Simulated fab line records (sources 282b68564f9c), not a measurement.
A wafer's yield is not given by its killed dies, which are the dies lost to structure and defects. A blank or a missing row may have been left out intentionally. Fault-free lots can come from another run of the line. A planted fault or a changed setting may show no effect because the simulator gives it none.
One fault seen from 2 desks	flow ritCmos	only its own numbers are on each desk; what lay behind them is given at the end

== THE TOOL OWNER'S DESK: furnace-01 ==
The tool's own readings at RIT_FOX2_OXIDATION_00 (target thk 350.7 nm, ox time 1130 s): means of the sampled wafers that have a number, for each lot that ran on this tool. The brackets show how far a lot's mean lies from the usual mean; more than 4 standard deviations puts the lot out of limits, marked OUT.
Columns: A = spikeTcCentreC at RIT_FOX2_OXIDATION_00, usual 1102.1 C; B = spikeTcLoadC at RIT_FOX2_OXIDATION_00, usual 1129.2 C; C = spikeTcSourceC at RIT_FOX2_OXIDATION_00, usual 1125.4 C; D = tubeCenterTempC at RIT_FOX2_OXIDATION_00, usual 1100 C; E = tube_center_temp_C_max at RIT_FOX2_OXIDATION_00, usual 1102.9
lot	first seen here	A	B	C	D	E
L248	day 1 23:58	1101.1	1130.1	1124.7	1100	1103.1
L250	day 2 12:53	1101.4	1129.8	1125.5	1100	1103.4
L253	day 3 07:48	1075.5 (-14) OUT	1104.3 (-15) OUT	1100.0 (-21) OUT	1075 (-99 or more) OUT	1077.9 (-49) OUT
L257	day 3 22:26	1076.0 (-14) OUT	1105.0 (-14) OUT	1100.2 (-21) OUT	1075 (-99 or more) OUT	1077.7 (-49) OUT
L270	day 6 13:02	1100.6	1130.8	1125.5	1100	1102.4
This desk's finding: out of limits on L253, L257; first on L253, day 3 07:48 (spikeTcCentreC at RIT_FOX2_OXIDATION_00). Within limits: L248, L250, L270.

== THE METROLOGY DESK ==
Lot by lot, what the gauges showed, no matter which tool ran the lot: averages of those sampled wafers that carry a number. The brackets show how far a lot's mean lies from the usual mean; more than 4 standard deviations puts the lot out of limits, marked OUT.
Columns: A = FOX2_OXIDE_THK at RIT_FOX2_THK_MEAS_01, usual 354 nm; B = FIELD_OXIDE_LEFT_1_THK at RIT_FOX2_THK_MEAS_90, usual 326 nm; C = FIELD_OXIDE_LEFT_2_THK at RIT_FOX2_THK_MEAS_91, usual 258 nm
lot	first seen here	A	B	C
L247	day 1 20:03	360	333	265
L248	day 2 01:17	352	325	256
L249	day 2 05:46	357	329	262
L250	day 2 14:13	359	332	264
L253	day 3 09:07	306 (-7.1) OUT	278 (-7.1) OUT	211 (-7.1) OUT
L257	day 3 23:47	310 (-6.5) OUT	283 (-6.5) OUT	214 (-6.6) OUT
L259	day 4 09:02	365	338	270
L264	day 5 08:22	359	332	263
L266	day 5 19:17	350	323	254
L267	day 5 23:53	348	321	254
L268	day 6 05:56	356	329	260
L269	day 6 09:49	347	319	252
L270	day 6 14:21	351	324	255
This desk reports L253, L257 out of limits; the earliest was L253 at day 3 09:07 (FOX2_OXIDE_THK at RIT_FOX2_THK_MEAS_01). Within limits: L247, L248, L249, L250, L259, L264, L266, L267, L268, L269, L270.

== ALL TOGETHER ==
At day 3 07:48, on L253, L257, the tool owner's desk was in a position to raise an alarm.
L253, L257 would have let the metrology desk raise an alarm at day 3 09:07.
On furnace-01, each named lot ran RIT_FOX2_OXIDATION_00.

== WHAT THE SIMULATOR PUT IN ==
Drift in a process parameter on furnace-01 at RIT_FOX2_OXIDATION_00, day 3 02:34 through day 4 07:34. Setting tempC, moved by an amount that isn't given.
Lots struck among those shown: L253, L257.
Time in hours from fault onset to the first out-of-limits reading at each desk: tool owner's desk 5, metrology desk 7.
